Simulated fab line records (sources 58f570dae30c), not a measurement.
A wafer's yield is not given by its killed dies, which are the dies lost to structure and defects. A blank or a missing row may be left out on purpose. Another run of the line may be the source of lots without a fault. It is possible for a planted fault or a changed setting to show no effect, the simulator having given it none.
Comparing a struck lot with a sound one | flow berkeley_cmos170 | 15 steps out of a route of 331
Sound: wafers L679.1, L679.4, L679.5. Struck: wafer L687.2 (L687.4, L687.6, from the same lot, were not struck and are left out); the cause is given at the end.
Order at every step that has rows: each side's tool, ch and its chambers, its first start. Under that, the readings that differ: sound wafers | struck wafers | difference of the means | sigmas: that difference in standard deviations of wafers without a fault.
alike: a reading whose means differ by less than 2 such deviations, as well as words and numbers matching on both sides. not compared: withheld readings; readings where some wafer has no value; bounds like >300 that might hide an equal value; numbers whose values overlap and for which the record gives no deviation.
The two part at a step that has a row with sigmas, a row that says differs or no value, or rows on one side only. Non-overlapping numbers with no deviation appear without sigmas and do not part them. A reading that every wafer of one side lacks parts them only if that side has two wafers or more.

UCB170_ACTIVE_THK_MEAS_03:
  sound on film_metro-03 at day 4 20:32; struck on film_metro-04 at day 6 20:21
  alike: ACTIVE_OXIDE_THK
then, 2 steps without rows for these wafers: UCB170_ACTIVE_ANNEAL_04 (time 900 s); UCB170_ACTIVE_CVD_05 (deposits Si3N4 from SiH2Cl2/NH3, target thk 220 nm, time 3300 s).
UCB170_ACTIVE_THK_MEAS_06:
  sound on film_metro-02 at day 5 05:50; struck on film_metro-04 at day 7 04:29
  alike: ACTIVE_NITRIDE_THK
then, 6 steps without rows for these wafers: UCB170_ACTIVE_HMDS_07 (prime time 60 s); UCB170_ACTIVE_COAT_08 (resist thk 900 nm); UCB170_ACTIVE_SOFTBAKE_09 (time 60 s); UCB170_ACTIVE_EXPOSE_10 (exposes mask ACTIVE, target cd 1200 nm); UCB170_ACTIVE_PEB_11; UCB170_ACTIVE_DEVELOP_12 (develop time 45 s).
UCB170_ACTIVE_CD_MEAS_13 targets a cd of 1200 nm.
  sound on cd_sem-01 at day 5 07:07; struck on cd_sem-02 at day 7 06:03
  alike: cd_nm
UCB170_ACTIVE_OVL_MEAS_14:
  sound on overlay-02 at day 5 07:14; struck on overlay-02 at day 7 06:10
  alike: ACTIVE_OVL
UCB170_ACTIVE_ETCH_15: etches Si3N4 in CH3F/Ar/O2, stops on SiO2, target depth 242 nm, time 151 s.
  sound on rie_diel-03 ch 0,2, day 5 07:17; struck on rie_diel-03 ch 3, day 7 06:11
  reading                                       | sound            | struck | difference | sigmas
  model.KrF_of_ACTIVE_COAT_08.thk_nm (nm)       | 735.3 734 727.3  | 617.1  | -115.1     |
  model.SiO2_of_ACTIVE_OXIDATION_02.thk_nm (nm) | 22.83 22.81 22.4 | 0      | -23        |
  alike: drypump_motor_current_A, oes_product_au, throttle_valve_pct
  not compared: rf_hours_counter_h
UCB170_ACTIVE_STRIP_16: strips in O2.
  sound on plasma_asher-04 ch 0,1, day 5 07:23; struck on plasma_asher-02 ch 0, day 7 06:17
  reading                      | sound             | struck | difference | sigmas
  strip_time_to_endpoint_s (s) | 18.34 18.32 18.15 | 15.60  | -2.67      | -28
  alike: drypump_motor_current_A, oes_product_au
  not compared: rf_hours_counter_h
UCB170_ACTIVE_CD_MEAS_90 targets a cd of 1200 nm.
  sound on cd_sem-01 at day 5 07:29; struck on cd_sem-02 at day 7 06:25
  alike: cd_nm

== WHERE THEY PART ==
Within this record, at UCB170_ACTIVE_STRIP_16 only. Later steps at which nothing parts them and some readings are alike: UCB170_ACTIVE_CD_MEAS_90.

WHY: the cause the simulator had injected
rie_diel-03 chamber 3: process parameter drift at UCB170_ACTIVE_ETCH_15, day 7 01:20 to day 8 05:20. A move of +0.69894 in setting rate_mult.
